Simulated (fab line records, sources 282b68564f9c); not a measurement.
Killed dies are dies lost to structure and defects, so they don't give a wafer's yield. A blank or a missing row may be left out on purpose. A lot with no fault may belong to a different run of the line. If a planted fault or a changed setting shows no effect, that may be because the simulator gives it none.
The same fault as seen by 2 desks / flow rit-cmos / each desk holds nothing but its own numbers, with what lay behind them at the end

== DESK OF THE TOOL OWNER: implanter-01 ==
The tool's own readings at RIT_PSD_IMPLANT_08, given as means over the sampled wafers that have a number, one for each lot that went through this tool. Marked OUT: a lot whose mean sits more than 4 standard deviations from the usual mean, which makes it out of limits; the brackets give that distance.
Columns: A = beam-on-s at RIT_PSD_IMPLANT_08, usual 13.2 s; B = dose-ions-cm2 at RIT_PSD_IMPLANT_08, usual 5e+15; C = tilt-deg at RIT_PSD_IMPLANT_08, usual 6.999 degrees
lot=L309; first seen here=day 3 19:26; A=14.6; B=5e+15; C=6.971
lot=L315; first seen here=day 4 18:29; A=14.6; B=5e+15; C=6.985
lot=L318; first seen here=day 5 07:32; A=14.6; B=5e+15; C=7.001
lot=L319; first seen here=day 5 13:13; A=23.4 (+9.3) OUT; B=8e+15 (+99 or more) OUT; C=6.986
lot=L321; first seen here=day 5 23:06; A=24.0 (+9.8) OUT; B=8e+15 (+99 or more) OUT; C=7.013
Finding of this desk: L319, L321 out of limits; the first was L319 at day 5 13:13, on beam-on-s at RIT_PSD_IMPLANT_08. Within limits: L309, L315, L318.

== THE METROLOGY DESK ==
What the gauges read for every lot (on any tool): the sampled wafers with a number, averaged. Marked OUT: a lot whose mean sits more than 4 standard deviations from the usual mean, which makes it out of limits; the brackets give that distance.
Columns: A = PSD_TW at RIT_PSD_TW_MEAS_10, usual 3409; B = PSD_RS at RIT_SDANNEAL_RS_MEAS_04, usual 115.9 ohm/sq
lot=L308; first seen here=day 3 13:56; A=3372; B=115.6
lot=L310; first seen here=day 3 18:08; A=3415; B=116.2
lot=L309; first seen here=day 3 19:46; A=3419; B=115.5
lot=L311; first seen here=day 4 00:56; A=3389; B=115.9
lot=L312; first seen here=day 4 05:31; A=3433; B=116.1
lot=L313; first seen here=day 4 10:44; A=3438; B=116.1
lot=L315; first seen here=day 4 18:47; A=3447; B=115.7
lot=L318; first seen here=day 5 07:50; A=3407; B=115.7
lot=L317; first seen here=day 5 09:53; A=3385; B=115.7
lot=L319; first seen here=day 5 13:32; A=3552 (+6.0) OUT; B=110.3 (-16) OUT
lot=L321; first seen here=day 5 23:25; A=3511 (+4.2) OUT; B=110.1 (-17) OUT
lot=L328; first seen here=day 7 09:24; A=3428; B=115.5
lot=L330; first seen here=day 7 20:43; A=3414; B=115.6
lot=L331; first seen here=day 8 01:26; A=3422; B=115.3
This desk's result: L319, L321 out of limits, first on L319 (PSD_TW at RIT_PSD_TW_MEAS_10), day 5 13:32. Within limits: L308, L310, L309, L311, L312, L313, L315, L318, L317, L328, L330, L331.

== ALL TOGETHER ==
On L319, L321, at day 5 13:13, an alarm was possible from the tool owner's desk.
Metrology desk: alarm possible at day 5 13:32 on L319, L321.
The lots listed all ran RIT_PSD_IMPLANT_08 on implanter-01.

== WHAT WAS PUT IN BY THE SIMULATOR ==
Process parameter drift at RIT_PSD_IMPLANT_08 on implanter-01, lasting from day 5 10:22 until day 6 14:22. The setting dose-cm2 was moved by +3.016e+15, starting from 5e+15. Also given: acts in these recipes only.
Struck lots among those shown: L319, L321.
Fault start to first reading out of limits, in hours, per desk: tool owner, 3; metrology, 3.
